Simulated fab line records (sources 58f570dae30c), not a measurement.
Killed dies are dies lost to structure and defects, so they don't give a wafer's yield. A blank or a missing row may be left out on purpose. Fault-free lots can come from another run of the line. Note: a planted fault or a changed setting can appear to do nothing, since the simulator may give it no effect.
A lot that was struck, set against a sound lot | flow berkeley-cmos170 | 17 steps out of a route of 331
Sound: wafers L458.1, L458.2, L458.4. Struck: wafer L468.4. The cause is given at the end.
Each step with rows lists, per side, the tool, then ch with its chambers, then its first start. Under that, the readings that differ: sound wafers | struck wafers | difference of the means | sigmas: that difference in standard deviations of wafers without a fault.
alike: words and numbers the same on both sides, and readings whose means are apart by under 2 such deviations; not compared: readings that were withheld, readings missing a value for some wafer, numbers with overlapping values and no deviation given by the record, and bounds like >300 which may hide the same value.
The two part at a step that has a row with sigmas, a row that says differs or no value, or rows on one side only. When numbers do not overlap yet have no deviation, they are printed without sigmas and do not part them. A reading that every wafer of one side lacks parts them only if that side has two wafers or more.

first, 5 steps without rows for these wafers: UCB170_CONTACT_COAT_10 (resist thk 900 nm); UCB170_CONTACT_SOFTBAKE_11 (time 60 s); UCB170_CONTACT_EXPOSE_12 (exposes mask CONT, target cd 700 nm); UCB170_CONTACT_PEB_13; UCB170_CONTACT_DEVELOP_14 (develop time 45 s).
UCB170_CONTACT_CD_MEAS_15 targets a cd of 700 nm.
  sound on cd-sem-01, day 10 06:41; struck on cd-sem-02, day 12 09:17
  reading    | sound             | struck | difference | sigmas
  cd-nm (nm) | 696.1 696.4 697.4 | 699.6  | +3.0       | +2
UCB170_CONTACT_OVL_MEAS_16:
  sound on overlay-02, day 10 06:49; struck on overlay-02, day 12 09:22
  alike: CONTACT_OVL
UCB170_CONTACT_ETCH_17: etches BARC in N2/H2.
  sound on rie-diel-04 ch 0,1,2, day 10 06:50; struck on rie-diel-03 ch 1, day 12 09:23
  alike: chamber-pressure-mTorr, drypump-motor-current-A, oes-product-au, rf-fwd-power-W, throttle-valve-pct
UCB170_CONTACT_ETCH_18: etches PSG in CHF3/CF4/Ar, stops on TiSi2, target depth 840 nm, time 195 s.
  sound: rie-diel-04 ch 0,1,2; struck: rie-diel-03 ch 1
  alike: chamber-pressure-mTorr, drypump-motor-current-A, oes-product-au, rf-fwd-power-W, throttle-valve-pct
  not compared: rf-hours-counter-h
UCB170_CONTACT_STRIP_19: strips in O2.
  sound on plasma-asher-04 ch 0,1, day 10 07:01; struck on plasma-asher-04 ch 0, day 12 09:35
  alike: chamber-pressure-mTorr, drypump-motor-current-A, oes-product-au
  not compared: rf-hours-counter-h
UCB170_CONTACT_CD_MEAS_90 targets a cd of 700 nm.
  sound on cd-sem-01, day 10 07:07; struck on cd-sem-02, day 12 09:48
  reading    | sound             | struck | difference | sigmas
  cd-nm (nm) | 695.3 696.1 697.3 | 700.5  | +4.3       | +3
then, 1 step without rows for these wafers: UCB170_CONTACT_CLEAN_20 (cleans in SPM, time 600 s).
UCB170_M1_SPUTTER_00: material Al, target thk 600 nm, time 80 s.
  sound on pvd-sputter-02, day 10 07:25; struck on pvd-sputter-02, day 12 10:02
  reading                               | sound             | struck | difference | sigmas
  model.Al_of_M1_SPUTTER_00.thk-nm (nm) | 595.1 592.4 594.7 | 562.9  | -31.2      |
  alike: chamber-pressure-pa, throttle-valve-pct
UCB170_M1_RS_MEAS_01: the measuring method here is four-point-probe.
  sound on film-metro-02, day 10 07:28; struck on film-metro-02, day 12 10:27
  reading           | sound                | struck | difference | sigmas
  M1_AL_RS (ohm/sq) | 0.0489 0.0491 0.0489 | 0.0519 | +0.0029    | +4
  not compared: hold
UCB170_M1_THK_MEAS_02: measures by xrf.
  sound on film-metro-02, day 10 07:35; struck on film-metro-02, day 12 12:31
  reading        | sound       | struck | difference | sigmas
  M1_AL_THK (nm) | 594 597 595 | 567    | -28        | -3
  not compared: hold
next, for these wafers, 1 step has no rows: UCB170_M1_COAT_03.
UCB170_M3_PROBE_99:
  rows exist in the record for the sound wafers here (prober-01, day 10 23:58), none for the struck ones

WHERE THEY PART
Earliest at UCB170_CONTACT_CD_MEAS_15; latest, in this record, at UCB170_M3_PROBE_99.

WHY: what had been put in by the simulator
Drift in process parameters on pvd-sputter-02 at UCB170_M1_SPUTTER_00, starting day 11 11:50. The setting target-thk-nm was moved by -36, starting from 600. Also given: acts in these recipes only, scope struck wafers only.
